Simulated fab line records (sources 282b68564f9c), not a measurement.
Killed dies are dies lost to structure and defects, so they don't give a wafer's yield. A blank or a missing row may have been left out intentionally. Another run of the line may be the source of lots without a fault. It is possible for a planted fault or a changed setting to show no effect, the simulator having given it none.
Struck lot and sound lot, side by side || flow rit-cmos || 18 steps out of a route of 202
Sound: wafers L212.1, L212.2, L212.6. The struck wafers were L219.2, L219.3, L219.4. Last of all comes the cause.
Per side, at each step with rows, come the tool, then ch with its chambers, and then its first start. Under that, the readings that differ: sound wafers || struck wafers || difference of the means || sigmas: that difference in standard deviations of wafers without a fault.
alike: readings with means less than 2 such deviations apart, plus words and numbers identical on both sides. not compared: withheld readings, readings lacking a value on some wafer, bounds such as >300 that could conceal the same value, and numbers that have no deviation in the record and whose values overlap.
A row with sigmas, a row that says differs or no value, or rows on one side alone: a step with any of these is where the two part. Non-overlapping numbers with no deviation appear without sigmas and do not part them. A reading that every wafer of one side lacks parts them only if that side has two wafers or more.

first, 1 step without rows for these wafers: RIT_PWELL_DEVELOP_05 (develop time 68 s).
RIT_PWELL_OVL_MEAS_06:
  sound on overlay-01, day 1 22:22; struck on overlay-02, day 3 12:52
  alike: PWELL_OVL
then, 2 steps without rows for these wafers: RIT_PWELL_HARDBAKE_07 (time 120 s); RIT_PWELL_IMPLANT_08.
RIT_PWELL_STRIP_09: strips in O2, time 180 s.
  sound on plasma-asher-03 ch 0,1, day 1 22:48; struck on plasma-asher-03 ch 0,1, day 3 13:18
  alike: drypump-motor-current-A
  not compared: rf-hours-counter-h
RIT_PWELL_TW_MEAS_10:
  sound on film-metro-01, day 1 22:58; struck on film-metro-02, day 3 13:29
{"reading": "PWELL_TW", "sound": "959 963 962", "struck": "943 941 946", "difference": -18, "sigmas": -2}
then, 1 step without rows for these wafers: RIT_WELLDRIVE_ANNEAL_00 (time 14700 s).
RIT_WELLDRIVE_RS_MEAS_01: uses a four-point probe to measure.
  sound on film-metro-04, day 2 04:35; struck on film-metro-04, day 3 18:38
{"reading": "NWELL_RS (ohm/sq)", "sound": "276.7 276.8 276.7", "struck": "274.3 275.8 274.8", "difference": -1.8, "sigmas": -2}
RIT_WELLDRIVE_RS_MEAS_02: uses a four-point probe to measure.
  sound on film-metro-04, day 2 04:42; struck on film-metro-04, day 3 18:46
  alike: PWELL_RS
then, 3 steps without rows for these wafers: RIT_NRETRO_HMDS_00 (prime time 60 s); RIT_NRETRO_COAT_01 (resist thk 1300 nm); RIT_NRETRO_SOFTBAKE_02 (time 60 s).
RIT_NRETRO_EXPOSE_03: exposes mask M4, target cd 43900 nm.
  sound on iline-stepper-02 ch 0, day 2 05:23; struck on iline-stepper-01 ch 0, day 3 19:27
{"reading": "model.NRETRO.overlay-x-nm (nm)", "sound": "-0.8687 -0.8687 -0.8687", "struck": "420.4 420.4 420.4", "difference": "+421.3", "sigmas": ""}
  alike: mask, stage-vel-mm-s
then, 2 steps without rows for these wafers: RIT_NRETRO_PEB_04; RIT_NRETRO_DEVELOP_05 (develop time 68 s).
RIT_NRETRO_OVL_MEAS_06:
  sound on overlay-02, day 2 05:49; struck on overlay-02, day 3 19:52
{"reading": "NRETRO_OVL (nm)", "sound": "-1.0 -0.6 -2.3", "struck": "419.9 419.9 421.4", "difference": "+421.7", "sigmas": "+99 or more"}
then, 1 step without rows for these wafers: RIT_NRETRO_HARDBAKE_07 (time 120 s).
RIT_M1_PROBE_99:
  sound on prober-01, day 3 10:49; struck on prober-02, day 5 01:38
{"reading": "model.etest.well-edge-left.line-ohm-um", "sound": "185.5 181.3 183.8", "struck": "188.2 189.5 188.9", "difference": "+5.3", "sigmas": ""}
{"reading": "model.etest.retro-edge-nmos.off-log10-a-um", "sound": "-10.16 -9.98 -9.717", "struck": "-7.144 -7.082 -7.569", "difference": "+2.687", "sigmas": ""}
{"reading": "model.etest.retro-edge-pmos.off-log10-a-um", "sound": "-10.28 -10.48 -10.16", "struck": "-7.67 -7.821 -7.896", "difference": "+2.51", "sigmas": ""}
  alike: killed-at-contacts, killed-at-front-end, killed-dies, killed-open, killed-short

## WHERE THEY PART
At RIT_PWELL_TW_MEAS_10 first; at RIT_NRETRO_OVL_MEAS_06 last (within this record only). Later steps at which nothing parts them and some readings are alike: RIT_M1_PROBE_99.

WHY: whatever the simulator had introduced
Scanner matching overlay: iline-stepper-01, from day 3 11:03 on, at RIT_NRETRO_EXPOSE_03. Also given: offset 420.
